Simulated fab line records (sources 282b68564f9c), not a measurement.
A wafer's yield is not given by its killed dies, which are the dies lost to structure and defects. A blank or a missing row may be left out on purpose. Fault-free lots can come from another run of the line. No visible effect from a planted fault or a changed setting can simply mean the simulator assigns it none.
Split-lot trial + flow rit cmos + on a route of 202 steps: 5 lots, 23 wafers read

## ABOUT THE SPLIT
At RIT_PLDD_IMPLANT_08, the setting dose cm2 was moved away from the recipe's 9e+14 on 11 of the 23 wafers read, by -6.4% to +3.8%. For the rest of the wafers, this setting stayed at what the recipe calls for.

## FROM THE SPLIT TO THE READING: what the file shows between them, 6 steps
- RIT_PLDD_STRIP_09: strips in O2, time 180 s
- RIT_SPACER_CLEAN_00: cleans in SC1, time 600 s
- RIT_NSD_IMPLANT_08 (also split here: dose cm2)
- RIT_SDANNEAL_RTA_03: time 5 s (also split here: time s)
- RIT_SDANNEAL_RS_MEAS_04: measures by four-point-probe
- RIT_SDANNEAL_RS_MEAS_05: measures by four-point-probe

## THE READING
At RIT_SDANNEAL_RS_MEAS_06, a four-point-probe measurement gives PLDD_RS in ohm/sq. A value of 178.8 ohm/sq with a standard deviation of 0.52 ohm/sq is what fault-free wafers of this fab line usually give.

| wafer  | tool, chamber at the split | dose cm2 as run | against the recipe | PLDD_RS, ohm/sq | against lot-mates on the recipe |
|--------|----------------------------|-----------------|--------------------|-----------------|---------------------------------|
| L075.1 | implanter-03, 0            | 9e+14           | recipe             | 179.3           | -                               |
| L075.2 | implanter-03, 0            | 9e+14           | recipe             | 179.1           | -                               |
| L075.3 | implanter-03, 0            | 9e+14           | recipe             | 179.4           | -                               |
| L077.1 | implanter-02, 0            | 9e+14           | recipe             | 178.5           | -                               |
| L077.3 | implanter-02, 0            | 9e+14           | recipe             | 177.0           | -                               |
| L077.4 | implanter-02, 0            | 9.341e+14       | +3.8%              | 174.7           | -3.1                            |
| L077.5 | implanter-02, 0            | 9.341e+14       | +3.8%              | 175.2           | -2.6                            |
| L077.6 | implanter-02, 0            | 9.341e+14       | +3.8%              | 175.1           | -2.7                            |
| L078.2 | implanter-03, 0            | 9e+14           | recipe             | 178.7           | -                               |
| L078.3 | implanter-03, 0            | 8.763e+14       | -2.6%              | 181.4           | +3.5                            |
| L078.4 | implanter-03, 0            | 9e+14           | recipe             | 176.7           | -                               |
| L078.5 | implanter-03, 0            | 8.763e+14       | -2.6%              | 178.9           | +1.0                            |
| L078.6 | implanter-03, 0            | 9e+14           | recipe             | 178.4           | -                               |
| L080.1 | implanter-04, 0            | 9e+14           | recipe             | 177.7           | -                               |
| L080.2 | implanter-04, 0            | 8.426e+14       | -6.4%              | 185.6           | +8.0                            |
| L080.3 | implanter-04, 0            | 8.426e+14       | -6.4%              | 184.5           | +6.9                            |
| L080.4 | implanter-04, 0            | 8.426e+14       | -6.4%              | 185.6           | +8.0                            |
| L080.6 | implanter-04, 0            | 9e+14           | recipe             | 177.5           | -                               |
| L084.1 | implanter-02, 0            | 8.798e+14       | -2.2%              | 181.5           | +1.8                            |
| L084.3 | implanter-02, 0            | 9e+14           | recipe             | 179.9           | -                               |
| L084.4 | implanter-02, 0            | 8.798e+14       | -2.2%              | 181.6           | +1.9                            |
| L084.5 | implanter-02, 0            | 9e+14           | recipe             | 179.5           | -                               |
| L084.6 | implanter-02, 0            | 8.798e+14       | -2.2%              | 181.2           | +1.5                            |

THE FIT
A straight line over all 23 wafers: PLDD_RS changes by -1.01 ohm/sq for each +1% of dose cm2; r = -0.95; the points scatter about the line by 0.97 ohm/sq.
The same after taking each lot's own level away (the mean of its wafers on the recipe; 23 wafers): -1.02 ohm/sq for each +1%; r = -0.96; scatter 0.87 ohm/sq.
On that fit, the largest move of dose cm2 shifts the reading by 6.5 ohm/sq.
The span of the lots' own levels, 177.60 to 179.70 ohm/sq, comes to 4.0 times the standard deviation stated above.
The two slopes are in agreement: the lot-to-lot level therefore moves the slope only a little.
Check: with one of the wafers moved furthest among these (-6.4%) left out of the fit, the line predicts +6.29 ohm/sq for it against its lot-mates. It came out at +8 ohm/sq against them.

## OTHER SPLITS ON THESE WAFERS
These wafers also went through other splits before the reading. Each is held against what the fit with the lots' levels taken away leaves over:
| other split on the same wafers  | wafers away from the commonest value | r with PLDD_RS (lot level and that fit taken away) |
|---------------------------------|--------------------------------------|----------------------------------------------------|
| RIT_PRETRO_IMPLANT_08 dose cm2  | 6                                    | -0.10                                              |
| RIT_GATE_CVD_08 temp c          | 18                                   | +0.44                                              |
| RIT_GATE_DEVELOP_15 dev temp c  | 7                                    | +0.35                                              |
| RIT_REOX_OXIDATION_03 ox time s | 15                                   | +0.24                                              |
| RIT_NLDD_COAT_01 spin rpm       | 7                                    | +0.30                                              |
| RIT_NSD_IMPLANT_08 dose cm2     | 8                                    | +0.20                                              |
| RIT_SDANNEAL_RTA_03 time s      | 7                                    | -0.39                                              |

## FILE'S OWN FIT
PLDD_RS changes by -1.03 ohm/sq for each +1% of dose cm2, r = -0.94.
